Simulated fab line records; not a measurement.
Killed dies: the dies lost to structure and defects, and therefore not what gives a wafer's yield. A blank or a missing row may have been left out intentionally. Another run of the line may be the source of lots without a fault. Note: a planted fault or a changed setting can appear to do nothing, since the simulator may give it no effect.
Split-lot trial | flow rit cmos | 23 wafers read from 5 lots, route of 202 steps

== THE SPLIT ==
At RIT_FOX2_OXIDATION_00 (target thk 350.7 nm, ox time 1130 s), the setting temp c was moved away from the recipe's 1100 C on 20 of the 23 wafers read, by -2.5% to +1.7%. The other wafers ran this setting at the recipe's value.

== FROM THE SPLIT TO THE READING: what the file shows between them, 3 steps ==
- RIT_FOX2_THK_MEAS_01
- RIT_FOX2_CLEAN_02: cleans in dHF, time 180 s
- RIT_FOX2_WET_ETCH_03: etches Si3N4 in H3PO4, target depth 195 nm, time 2700 s

== THE READING ==
FIELD_OXIDE_LEFT_1_THK, in nm, at RIT_FOX2_THK_MEAS_90. Fault-free wafers of this fab line usually give 323 nm, standard deviation 5.2 nm.

wafer  | tool, chamber at the split | temp c as run, C | against the recipe | FIELD_OXIDE_LEFT_1_THK, nm | against lot-mates on the recipe
L075.2 | -, -                       | 1076             | -2.2%              | 278                        | no lot-mate on the recipe
L075.3 | -, -                       | 1076             | -2.2%              | 279                        | no lot-mate on the recipe
L075.4 | -, -                       | 1076             | -2.2%              | 283                        | no lot-mate on the recipe
L075.5 | -, -                       | 1076             | -2.2%              | 273                        | no lot-mate on the recipe
L075.6 | -, -                       | 1076             | -2.2%              | 276                        | no lot-mate on the recipe
L077.1 | -, -                       | 1073             | -2.5%              | 284                        | no lot-mate on the recipe
L077.2 | -, -                       | 1073             | -2.5%              | 277                        | no lot-mate on the recipe
L077.4 | -, -                       | 1073             | -2.5%              | 276                        | no lot-mate on the recipe
L077.5 | -, -                       | 1073             | -2.5%              | 279                        | no lot-mate on the recipe
L077.6 | -, -                       | 1073             | -2.5%              | 285                        | no lot-mate on the recipe
L079.1 | -, -                       | 1112             | +1.1%              | 349                        | no lot-mate on the recipe
L079.2 | -, -                       | 1112             | +1.1%              | 351                        | no lot-mate on the recipe
L079.3 | -, -                       | 1112             | +1.1%              | 356                        | no lot-mate on the recipe
L079.4 | -, -                       | 1112             | +1.1%              | 349                        | no lot-mate on the recipe
L079.5 | -, -                       | 1112             | +1.1%              | 353                        | no lot-mate on the recipe
L083.1 | furnace-02, 0              | 1100             | recipe             | 321                        | -
L083.3 | furnace-02, 0              | 1100             | recipe             | 323                        | -
L083.5 | furnace-02, 0              | 1100             | recipe             | 326                        | -
L085.1 | -, -                       | 1119             | +1.7%              | 349                        | no lot-mate on the recipe
L085.2 | -, -                       | 1119             | +1.7%              | 351                        | no lot-mate on the recipe
L085.3 | -, -                       | 1119             | +1.7%              | 341                        | no lot-mate on the recipe
L085.4 | -, -                       | 1119             | +1.7%              | 352                        | no lot-mate on the recipe
L085.6 | -, -                       | 1119             | +1.7%              | 352                        | no lot-mate on the recipe

FIT RESULTS
A straight line over all 23 wafers: FIELD_OXIDE_LEFT_1_THK changes by +18.7 nm for each +1% of temp c; r = +0.98; the points scatter about the line by 6.7 nm.
Too few moved wafers have a lot-mate on the recipe to fit a line with each lot's own level taken away.

== THE WHOLE CHAIN: every reading that the file lists as answering this split, in the file's order ==
step                  | what it does                        | reading                                                                           | change (the file's fit)              | r (the file's)
RIT_FOX2_OXIDATION_00 | target thk 350.7 nm, ox time 1130 s | SiO2_of_FOX2_OXIDATION_00.thk nm (the simulator's own value, which no gauge read) | +18.8 nm for each +1% of the setting | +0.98
RIT_FOX2_THK_MEAS_01  |                                     | FOX2_OXIDE_THK                                                                    | +18.8 for each +1% of the setting    | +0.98
RIT_FOX2_THK_MEAS_90  |                                     | FIELD_OXIDE_LEFT_1_THK                                                            | +18.7 for each +1% of the setting    | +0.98

== FILE'S OWN FIT ==
FIELD_OXIDE_LEFT_1_THK changes by +18.7 nm for each +1% of temp c, r = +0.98.
